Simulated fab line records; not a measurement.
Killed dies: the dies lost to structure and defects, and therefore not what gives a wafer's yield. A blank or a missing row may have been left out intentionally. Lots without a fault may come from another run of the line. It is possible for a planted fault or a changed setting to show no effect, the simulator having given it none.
2 desks looking at one fault / flow rit-cmos / what lay behind the numbers comes last; until then each desk has only its own

## DESK OF THE TOOL OWNER: lpcvd-02
The tool's own readings at RIT_SPACER_CVD_03 (deposits Si3N4 from SiH2Cl2/NH3, target thk 250 nm, time 3300 s): means of the sampled wafers that have a number, for each lot that ran on this tool. If a lot's mean is further than 4 standard deviations from the usual mean, the lot is out of limits and carries the mark OUT (the distance appears in the brackets).
Columns: A = nh3-flow-sccm at RIT_SPACER_CVD_03, usual 150.1 sccm; B = susceptor-temp-C at RIT_SPACER_CVD_03, usual 810.0 C; C = zone-power-centre-pct at RIT_SPACER_CVD_03, usual 36.3 %
lot=L646; first seen here=day 2 19:43; A=150.7; B=809.7; C=40.7
lot=L651; first seen here=day 3 21:45; A=149.5; B=810.3; C=36.2
lot=L656; first seen here=day 4 22:37; A=149.6; B=810.0; C=40.4
lot=L660; first seen here=day 5 20:46; A=149.9; B=810.1; C=40.7
lot=L662; first seen here=day 6 09:36; A=150.2; B=810.6; C=35.8
This desk's verdict: no lot among the 5 shows anything out of limits.

## THE METROLOGY DESK
What the gauges read, lot by lot, whatever tool the lot ran on: means of the sampled wafers that have a number. If a lot's mean is further than 4 standard deviations from the usual mean, the lot is out of limits and carries the mark OUT (the distance appears in the brackets).
Columns: A = GATE_OVL at RIT_GATE_OVL_MEAS_17, usual 0.0 nm; B = SPACER_NITRIDE_THK at RIT_SPACER_THK_MEAS_04, usual 250.3 nm; C = PSD_OVL at RIT_PSD_OVL_MEAS_06, usual -0.4 nm
lot=L646; first seen here=day 2 12:21; A=2.8; B=248.6; C=-0.4
lot=L647; first seen here=day 2 18:50; A=-2.0; B=251.4; C=0.2
lot=L648; first seen here=day 3 03:10; A=-0.0; B=249.2; C=-2.2
lot=L649; first seen here=day 3 05:17; A=-0.4; B=255.6; C=-0.4
lot=L650; first seen here=day 3 09:17; A=-0.1; B=251.9; C=-0.1
lot=L651; first seen here=day 3 13:31; A=-0.2; B=248.1; C=-0.4
lot=L652; first seen here=day 3 19:38; A=-1.8; B=250.7; C=1.2
lot=L653; first seen here=day 4 04:11; A=0.1; B=246.9; C=-2.0
lot=L654; first seen here=day 4 06:23; A=0.5; B=250.2; C=-1.4
lot=L655; first seen here=day 4 09:43; A=1.0; B=253.4; C=-1.1
lot=L656; first seen here=day 4 15:38; A=0.9; B=249.4; C=2.1
lot=L660; first seen here=day 5 13:08; A=-0.8; B=215.8 (-14) OUT; C=-1.2
lot=L661; first seen here=day 5 17:59; A=-0.9; B=253.9; C=-1.0
lot=L662; first seen here=day 6 01:32; A=-0.6; B=214.5 (-15) OUT; C=0.6
Finding of this desk: L660, L662 out of limits, first seen on L660 at day 5 22:42 (SPACER_NITRIDE_THK at RIT_SPACER_THK_MEAS_04). In limits: L646, L647, L648, L649, L650, L651, L652, L653, L654, L655, L656, L661.

## ALL TOGETHER
L660, L662 would have let the metrology desk raise an alarm at day 5 22:42.
Nothing out of limits was seen by the tool owner's desk.
On record at the tool owner's desk: L660, L662, within its limits.
On lpcvd-02, each named lot ran RIT_SPACER_CVD_03.

## WHAT HAD BEEN PUT IN BY THE SIMULATOR
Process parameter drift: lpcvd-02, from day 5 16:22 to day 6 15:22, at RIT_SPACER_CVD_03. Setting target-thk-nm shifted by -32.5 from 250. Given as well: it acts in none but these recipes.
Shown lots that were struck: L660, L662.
Per desk, hours elapsed from the start of the fault to the first reading out of limits: for the metrology desk, 6.
